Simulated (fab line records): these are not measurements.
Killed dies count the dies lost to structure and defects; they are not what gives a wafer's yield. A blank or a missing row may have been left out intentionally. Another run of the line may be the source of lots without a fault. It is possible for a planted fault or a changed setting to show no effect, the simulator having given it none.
Which tool was responsible? / flow ritCmos / Sampling: 14 lots, 41 wafers, 3 of 202 route steps

== WHAT THE GAUGES SHOWED, per wafer ==
RIT_SDANNEAL_RS_MEAS_07: measures by four-point-probe. Usual: NLDD_RS 152.1 ohm/sq, standard deviation 0.54.
lot=L223; measured=day 3 07:14; on=filmMetro-04; NLDD_RS (ohm/sq)=150.8 150.9 151.6; flag=
lot=L224; measured=day 3 11:27; on=filmMetro-03; NLDD_RS (ohm/sq)=152.0 152.5 152.1; flag=
lot=L225; measured=day 3 18:07; on=filmMetro-03; NLDD_RS (ohm/sq)=152.3 152.6 152.3; flag=
lot=L226; measured=day 4 01:52; on=filmMetro-04; NLDD_RS (ohm/sq)=152.1 151.4 152.1; flag=
lot=L228; measured=day 4 10:01; on=filmMetro-04; NLDD_RS (ohm/sq)=152.7 151.8 152.2; flag=
lot=L227; measured=day 4 11:31; on=filmMetro-04; NLDD_RS (ohm/sq)=152.5 151.8 152.7; flag=
lot=L229; measured=day 4 13:14; on=filmMetro-03; NLDD_RS (ohm/sq)=152.4 152.1 152.7; flag=
lot=L230; measured=day 4 20:05; on=filmMetro-03; NLDD_RS (ohm/sq)=151.8 152.3 151.9; flag=
lot=L231; measured=day 5 01:01; on=filmMetro-04; NLDD_RS (ohm/sq)=151.8 152.7 152.6; flag=
lot=L235; measured=day 5 19:14; on=filmMetro-03; NLDD_RS (ohm/sq)=151.3 151.4; flag=
lot=L237; measured=day 6 04:43; on=filmMetro-04; NLDD_RS (ohm/sq)=151.9 151.0 151.4; flag=
lot=L240; measured=day 6 17:33; on=filmMetro-02; NLDD_RS (ohm/sq)=152.7 153.0 152.9; flag=
lot=L241; measured=day 7 02:26; on=filmMetro-04; NLDD_RS (ohm/sq)=152.3 152.6 152.9; flag=
lot=L243; measured=day 7 11:14; on=filmMetro-03; NLDD_RS (ohm/sq)=152.4 151.6 151.9; flag=

RIT_CONTACT_OVL_MEAS_09. Usual: CONTACT_OVL 2.0 nm, standard deviation 0.92.
lot=L223; measured=day 3 09:13; on=overlay-02; CONTACT_OVL (nm)=1.4 2.8 2.5; flag=
lot=L224; measured=day 3 13:26; on=overlay-01; CONTACT_OVL (nm)=2.7 1.7 1.2; flag=
lot=L225; measured=day 3 20:07; on=overlay-02; CONTACT_OVL (nm)=3.2 2.8 3.0; flag=
lot=L226; measured=day 4 03:41; on=overlay-02; CONTACT_OVL (nm)=1.8 1.7 1.6; flag=
lot=L228; measured=day 4 11:51; on=overlay-02; CONTACT_OVL (nm)=1.1 2.7 1.3; flag=
lot=L227; measured=day 4 13:19; on=overlay-02; CONTACT_OVL (nm)=1.8 1.9 2.5; flag=
lot=L229; measured=day 4 15:05; on=overlay-02; CONTACT_OVL (nm)=3.0 3.1 2.4; flag=
lot=L230; measured=day 4 21:53; on=overlay-02; CONTACT_OVL (nm)=1.1 1.6 -0.1; flag=
lot=L231; measured=day 5 02:50; on=overlay-01; CONTACT_OVL (nm)=1.2 1.2 0.2; flag=
lot=L235; measured=day 5 21:11; on=overlay-02; CONTACT_OVL (nm)=0.9 1.6; flag=
lot=L237; measured=day 6 06:42; on=overlay-01; CONTACT_OVL (nm)=1.8 2.5 1.4; flag=
lot=L240; measured=day 6 19:30; on=overlay-02; CONTACT_OVL (nm)=1.8 0.6 -0.3; flag=
lot=L241; measured=day 7 04:34; on=overlay-02; CONTACT_OVL (nm)=2.2 1.4 1.6; flag=
lot=L243; measured=day 7 13:12; on=overlay-02; CONTACT_OVL (nm)=1.2 1.2 1.5; flag=

== WHICH TOOL RAN EACH LOT (tool, then ch and the chambers of the sampled wafers, then the start) ==
lot=L223; RIT_SPACER_ETCHBACK_05=rieDiel-01 ch 2,3, day 3 03:02
lot=L224; RIT_SPACER_ETCHBACK_05=rieDiel-04 ch 0,2,3, day 3 07:29
lot=L225; RIT_SPACER_ETCHBACK_05=rieDiel-01 ch 1,2,3, day 3 14:04
lot=L226; RIT_SPACER_ETCHBACK_05=rieDiel-01 ch 0,3, day 3 21:51
lot=L228; RIT_SPACER_ETCHBACK_05=rieDiel-04 ch 0,1,2, day 4 05:46
lot=L227; RIT_SPACER_ETCHBACK_05=rieDiel-03 ch 1,2, day 4 07:01
lot=L229; RIT_SPACER_ETCHBACK_05=rieDiel-01 ch 1,2,3, day 4 08:56
lot=L230; RIT_SPACER_ETCHBACK_05=rieDiel-01 ch 0,1, day 4 15:59
lot=L231; RIT_SPACER_ETCHBACK_05=rieDiel-03 ch 1,2,3, day 4 21:05
lot=L235; RIT_SPACER_ETCHBACK_05=rieDiel-04 ch 1, day 5 15:08
lot=L237; RIT_SPACER_ETCHBACK_05=rieDiel-03 ch 1,2,3, day 6 00:38
lot=L240; RIT_SPACER_ETCHBACK_05=rieDiel-04 ch 0,1,2, day 6 13:01
lot=L241; RIT_SPACER_ETCHBACK_05=rieDiel-04 ch 1,3, day 6 22:15
lot=L243; RIT_SPACER_ETCHBACK_05=rieDiel-04 ch 0,1,2, day 7 07:17
- RIT_SPACER_ETCHBACK_05: etches Si3N4 in SF6/CHF3, stops on SiO2, target depth 250 nm, time 240 s.

== AS READ BY THE TOOLS THEMSELVES (means over the sampled wafers that have a number; for cases with no such wafer, the mark the record gives instead) ==
RIT_SPACER_ETCHBACK_05. Usual: SF6_flow_sccm 30.00 sccm, standard deviation 0.099; chamberPressureMTorr 40.00 mTorr, standard deviation 0.036; drypumpMotorCurrentA 5.8 A, standard deviation 0.5; oesProductAu 0.842 a.u., standard deviation 0.015; throttleValvePct 10.29 %, standard deviation 0.15.
lot=L223; tool=rieDiel-01; SF6_flow_sccm (sccm)=30.12; chamberPressureMTorr (mTorr)=40.05; drypumpMotorCurrentA (A)=5.1; oesProductAu (a.u.)=0.844; throttleValvePct (%)=10.28; flag=
lot=L224; tool=rieDiel-04; SF6_flow_sccm (sccm)=30.01; chamberPressureMTorr (mTorr)=40.02; drypumpMotorCurrentA (A)=6.1; oesProductAu (a.u.)=0.845; throttleValvePct (%)=10.23; flag=
lot=L225; tool=rieDiel-01; SF6_flow_sccm (sccm)=30.01; chamberPressureMTorr (mTorr)=39.99; drypumpMotorCurrentA (A)=5.4; oesProductAu (a.u.)=0.838; throttleValvePct (%)=10.34; flag=
lot=L226; tool=rieDiel-01; SF6_flow_sccm (sccm)=30.08; chamberPressureMTorr (mTorr)=40.00; drypumpMotorCurrentA (A)=6.1; oesProductAu (a.u.)=0.841; throttleValvePct (%)=10.25; flag=
lot=L228; tool=rieDiel-04; SF6_flow_sccm (sccm)=29.90; chamberPressureMTorr (mTorr)=40.01; drypumpMotorCurrentA (A)=5.9; oesProductAu (a.u.)=0.831; throttleValvePct (%)=10.25; flag=
lot=L227; tool=rieDiel-03; SF6_flow_sccm (sccm)=29.98; chamberPressureMTorr (mTorr)=40.04; drypumpMotorCurrentA (A)=6.0; oesProductAu (a.u.)=0.846; throttleValvePct (%)=10.34; flag=
lot=L229; tool=rieDiel-01; SF6_flow_sccm (sccm)=29.96; chamberPressureMTorr (mTorr)=40.02; drypumpMotorCurrentA (A)=5.4; oesProductAu (a.u.)=0.825; throttleValvePct (%)=10.33; flag=
lot=L230; tool=rieDiel-01; SF6_flow_sccm (sccm)=30.05; chamberPressureMTorr (mTorr)=40.01; drypumpMotorCurrentA (A)=6.3; oesProductAu (a.u.)=0.833; throttleValvePct (%)=10.29; flag=
lot=L231; tool=rieDiel-03; SF6_flow_sccm (sccm)=30.00; chamberPressureMTorr (mTorr)=40.00; drypumpMotorCurrentA (A)=5.6; oesProductAu (a.u.)=0.849; throttleValvePct (%)=10.31; flag=
lot=L235; tool=rieDiel-04; SF6_flow_sccm (sccm)=30.02; chamberPressureMTorr (mTorr)=39.97; drypumpMotorCurrentA (A)=5.5; oesProductAu (a.u.)=0.852; throttleValvePct (%)=10.32; flag=
lot=L237; tool=rieDiel-03; SF6_flow_sccm (sccm)=29.89; chamberPressureMTorr (mTorr)=39.99; drypumpMotorCurrentA (A)=5.6; oesProductAu (a.u.)=0.859; throttleValvePct (%)=10.30; flag=
lot=L240; tool=rieDiel-04; SF6_flow_sccm (sccm)=30.09; chamberPressureMTorr (mTorr)=39.99; drypumpMotorCurrentA (A)=5.9; oesProductAu (a.u.)=0.834; throttleValvePct (%)=10.23; flag=
lot=L241; tool=rieDiel-04; SF6_flow_sccm (sccm)=30.06; chamberPressureMTorr (mTorr)=39.99; drypumpMotorCurrentA (A)=5.9; oesProductAu (a.u.)=0.859; throttleValvePct (%)=10.29; flag=
lot=L243; tool=rieDiel-04; SF6_flow_sccm (sccm)=30.02; chamberPressureMTorr (mTorr)=39.99; drypumpMotorCurrentA (A)=5.9; oesProductAu (a.u.)=0.842; throttleValvePct (%)=10.23; flag=

== THE ANSWER, worked out from the rows above alone ==
Rule: a lot is off if the mean of its wafers that have a number lies more than 3 standard deviations from the usual mean. A lot without any number at a reading at which 4 lots or more have one is off too. All remaining lots with rows at the step are treated as sound. First the gauges in route order, then the tools' own readings, where a lot's mean is used as printed above. At the first step where some lot is off, the reading lying furthest off is the one used; lots without a number count as furthest.
No lot is off on any of the readings shown, so nothing can be concluded from this.

== WHAT HAD BEEN PUT IN BY THE SIMULATOR ==
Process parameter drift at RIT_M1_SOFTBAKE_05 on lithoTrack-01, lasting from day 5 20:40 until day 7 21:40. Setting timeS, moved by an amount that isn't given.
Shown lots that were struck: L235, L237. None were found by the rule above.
